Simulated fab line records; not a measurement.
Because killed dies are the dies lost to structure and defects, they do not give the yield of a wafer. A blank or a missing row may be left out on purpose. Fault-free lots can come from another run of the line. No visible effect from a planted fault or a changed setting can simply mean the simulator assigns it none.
Split-lot study / flow rit-cmos / 5 lots, 23 wafers read, on a route of 202 steps

## ON THE SPLIT
At RIT_M1_SPUTTER_00 (material Al, target thk 400 nm, time 500 s), the setting power-w was moved away from the recipe's 2000 W on 7 of the 23 wafers read, by -10.8% to +4.4%. This setting was run at the recipe's value on the other wafers.

## FROM THE SPLIT ON TO THE READING: in between, the file shows 1 step
- RIT_M1_RS_MEAS_01: measures by four-point-probe

## THE READING
M1_AL_THK, in nm, at RIT_M1_THK_MEAS_02 (measures by xrf). Fault-free wafers of this fab line usually give 408 nm, standard deviation 4.5 nm.

wafer=L074.1; tool, chamber at the split=pvd-sputter-02, -; power-w as run, W=2089; against the recipe=+4.4%; M1_AL_THK, nm=419; against lot-mates on the recipe=+17
wafer=L074.3; tool, chamber at the split=pvd-sputter-02, -; power-w as run, W=2089; against the recipe=+4.4%; M1_AL_THK, nm=424; against lot-mates on the recipe=+22
wafer=L074.4; tool, chamber at the split=pvd-sputter-02, -; power-w as run, W=2000; against the recipe=recipe; M1_AL_THK, nm=402; against lot-mates on the recipe=-
wafer=L074.5; tool, chamber at the split=pvd-sputter-02, -; power-w as run, W=2089; against the recipe=+4.4%; M1_AL_THK, nm=429; against lot-mates on the recipe=+27
wafer=L074.6; tool, chamber at the split=pvd-sputter-02, -; power-w as run, W=2000; against the recipe=recipe; M1_AL_THK, nm=402; against lot-mates on the recipe=-
wafer=L077.1; tool, chamber at the split=pvd-sputter-01, -; power-w as run, W=2000; against the recipe=recipe; M1_AL_THK, nm=416; against lot-mates on the recipe=-
wafer=L077.2; tool, chamber at the split=pvd-sputter-01, -; power-w as run, W=2000; against the recipe=recipe; M1_AL_THK, nm=409; against lot-mates on the recipe=-
wafer=L077.3; tool, chamber at the split=pvd-sputter-01, -; power-w as run, W=2000; against the recipe=recipe; M1_AL_THK, nm=409; against lot-mates on the recipe=-
wafer=L077.4; tool, chamber at the split=pvd-sputter-01, -; power-w as run, W=2000; against the recipe=recipe; M1_AL_THK, nm=408; against lot-mates on the recipe=-
wafer=L077.5; tool, chamber at the split=pvd-sputter-01, -; power-w as run, W=2000; against the recipe=recipe; M1_AL_THK, nm=405; against lot-mates on the recipe=-
wafer=L078.2; tool, chamber at the split=pvd-sputter-02, -; power-w as run, W=2000; against the recipe=recipe; M1_AL_THK, nm=411; against lot-mates on the recipe=-
wafer=L078.3; tool, chamber at the split=pvd-sputter-02, -; power-w as run, W=2000; against the recipe=recipe; M1_AL_THK, nm=405; against lot-mates on the recipe=-
wafer=L078.6; tool, chamber at the split=pvd-sputter-02, -; power-w as run, W=2000; against the recipe=recipe; M1_AL_THK, nm=408; against lot-mates on the recipe=-
wafer=L080.2; tool, chamber at the split=pvd-sputter-04, -; power-w as run, W=1785; against the recipe=-10.8%; M1_AL_THK, nm=369; against lot-mates on the recipe=-42
wafer=L080.3; tool, chamber at the split=pvd-sputter-04, -; power-w as run, W=2000; against the recipe=recipe; M1_AL_THK, nm=411; against lot-mates on the recipe=-
wafer=L080.4; tool, chamber at the split=pvd-sputter-04, -; power-w as run, W=2000; against the recipe=recipe; M1_AL_THK, nm=410; against lot-mates on the recipe=-
wafer=L080.5; tool, chamber at the split=pvd-sputter-04, -; power-w as run, W=1785; against the recipe=-10.8%; M1_AL_THK, nm=370; against lot-mates on the recipe=-41
wafer=L080.6; tool, chamber at the split=pvd-sputter-04, -; power-w as run, W=2000; against the recipe=recipe; M1_AL_THK, nm=411; against lot-mates on the recipe=-
wafer=L084.2; tool, chamber at the split=pvd-sputter-04, -; power-w as run, W=2000; against the recipe=recipe; M1_AL_THK, nm=412; against lot-mates on the recipe=-
wafer=L084.3; tool, chamber at the split=pvd-sputter-04, -; power-w as run, W=2000; against the recipe=recipe; M1_AL_THK, nm=416; against lot-mates on the recipe=-
wafer=L084.4; tool, chamber at the split=pvd-sputter-04, -; power-w as run, W=2000; against the recipe=recipe; M1_AL_THK, nm=415; against lot-mates on the recipe=-
wafer=L084.5; tool, chamber at the split=pvd-sputter-04, -; power-w as run, W=2085; against the recipe=+4.2%; M1_AL_THK, nm=430; against lot-mates on the recipe=+16
wafer=L084.6; tool, chamber at the split=pvd-sputter-04, -; power-w as run, W=2085; against the recipe=+4.2%; M1_AL_THK, nm=432; against lot-mates on the recipe=+18

THE FIT
A straight line over all 23 wafers: M1_AL_THK changes by +3.78 nm for each +1% of power-w; r = +0.96; the points scatter about the line by 4.4 nm.
The same after taking each lot's own level away (the mean of its wafers on the recipe; 23 wafers): +4.04 nm for each +1%; r = +0.98; scatter 3 nm.
According to that fit, moving power-w by its largest amount changes the reading by 43 nm.
Across the lots, their own levels run from 402.0 to 414.3 nm, a range of 2.7 times the standard deviation given above.
The two slopes agree, so the slope changes little with the lot-to-lot level.
Check: -43.5 nm against its lot-mates is what the line predicts for one of the wafers moved furthest among these (-10.8%) when that wafer is left out of the fit. It came out at -41.7 nm against them.

## OTHER SPLITS ON THESE WAFERS
Before the reading, these wafers also passed through other splits. Each is held against what the fit with the lots' levels taken away leaves over:
other split on the same wafers=RIT_NSD_IMPLANT_08 energy-kev; wafers away from the commonest value=5; r with M1_AL_THK (lot level and that fit taken away)=+0.03
other split on the same wafers=RIT_SILICIDE_SPUTTER_01 time-s; wafers away from the commonest value=7; r with M1_AL_THK (lot level and that fit taken away)=+0.16
other split on the same wafers=RIT_CONTACT_CVD_00 time-s; wafers away from the commonest value=9; r with M1_AL_THK (lot level and that fit taken away)=-0.26
other split on the same wafers=RIT_CONTACT_DEVELOP_07 develop-time-s; wafers away from the commonest value=8; r with M1_AL_THK (lot level and that fit taken away)=-0.18

## THE WHOLE CHAIN: every reading that the file lists as answering this split, in the file's order
step=RIT_M1_SPUTTER_00; what it does=material Al, target thk 400 nm, time 500 s; reading=Al_of_M1_SPUTTER_00.thk-nm (the simulator's own value, which no gauge read); change (the file's fit)=+3.97 nm for each +1% of the setting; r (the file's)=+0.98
step=RIT_M1_RS_MEAS_01; what it does=measures by four-point-probe; reading=M1_AL_RS; change (the file's fit)=-0.000775 for each +1% of the setting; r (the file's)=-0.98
step=RIT_M1_THK_MEAS_02; what it does=measures by xrf; reading=M1_AL_THK; change (the file's fit)=+3.96 for each +1% of the setting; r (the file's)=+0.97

## FILE'S OWN FIT
M1_AL_THK changes by +3.96 nm for each +1% of power-w, r = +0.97.
